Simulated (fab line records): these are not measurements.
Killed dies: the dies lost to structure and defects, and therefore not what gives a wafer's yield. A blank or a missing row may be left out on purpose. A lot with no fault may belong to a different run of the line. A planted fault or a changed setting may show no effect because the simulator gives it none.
The same fault as seen by 2 desks	flow berkeley cmos170	every desk sees just its own numbers, and what lay behind them comes last

## FROM THE METROLOGY DESK
What the gauges read for every lot (on any tool): the sampled wafers with a number, averaged. If a lot's mean is further than 4 standard deviations from the usual mean, the lot is out of limits and carries the mark OUT (the distance appears in the brackets).
Columns: A = CONTACT_PSG_THK at UCB170_CONTACT_THK_MEAS_02, usual 701 nm; B = cd nm at UCB170_CONTACT_CD_MEAS_15, usual 699.8 nm; C = V1_BOW at UCB170_V1_BOW_MEAS_03, usual 19 um
lot	first seen here	A	B	C
L856	day 8 05:07	702	701.7	14
L857	day 8 05:20	693	697.2	22
L859	day 8 12:28	715	697.5	10
L858	day 8 13:23	701	700.6	18
L863	day 9 08:35	694	699.9	24
L861	day 9 08:35	701	698.8	19
L872	day 11 05:01	694	699.2	26
L871	day 11 05:02	712	699.8	17
L870	day 11 06:48	704	698.5	24
L874	day 11 18:39	694	701.7	18
L873	day 11 18:59	703	698.6	20
L879	day 12 11:13	694	700.4	21
L876	day 12 12:03	693	698.4	24
L878	day 13 01:59	702	699.8	21
Result from this desk: across the 14 lots, nothing is out of limits.

## AT THE TOOL OWNER'S DESK: rie metal-01
The tool's own readings at UCB170_M1_METAL_ETCH_12 (etches Al in Cl2/BCl3, stops on PSG, target depth 780 nm, time 130 s): means of the sampled wafers that have a number, for each lot that ran on this tool. If a lot's mean is further than 4 standard deviations from the usual mean, the lot is out of limits and carries the mark OUT (the distance appears in the brackets).
Columns: A = drypump motor current A at UCB170_M1_METAL_ETCH_12, usual 5.7 A; B = oes product au at UCB170_M1_METAL_ETCH_12, usual 0.846 a.u.; C = run length s at UCB170_M1_METAL_ETCH_12, usual 158.4 s; D = throttle valve pct at UCB170_M1_METAL_ETCH_12, usual 24.37 %
lot	first seen here	A	B	C	D
L856	day 8 09:41	5.2	0.855	158.5	24.22
L861	day 9 13:27	5.1	0.842	158.4	24.33
L871	day 11 08:54	5.2	0.908 (+6.2) OUT	149.3 (-25) OUT	24.29
L870	day 11 10:41	5.2	0.917 (+7.1) OUT	149.4 (-24) OUT	24.28
Finding of this desk: L870, L871 out of limits; the first was L871 at day 11 08:54, on oes product au at UCB170_M1_METAL_ETCH_12. In limits: L856, L861.

## PUT TOGETHER
An alarm could have come from the tool owner's desk at day 11 08:54, on L870, L871.
The metrology desk saw nothing out of limits.
The metrology desk holds a record of L870, L871, inside its limits.
The lots listed all ran UCB170_M1_METAL_ETCH_12 on rie metal-01.

## WHAT THE SIMULATOR PUT IN
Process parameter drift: rie metal-01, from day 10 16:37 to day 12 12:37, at UCB170_M1_METAL_ETCH_12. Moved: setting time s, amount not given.
Shown lots that were struck: L870, L871.
Delay in hours, fault start to first out-of-limits reading, by desk: the tool owner's desk at 16.
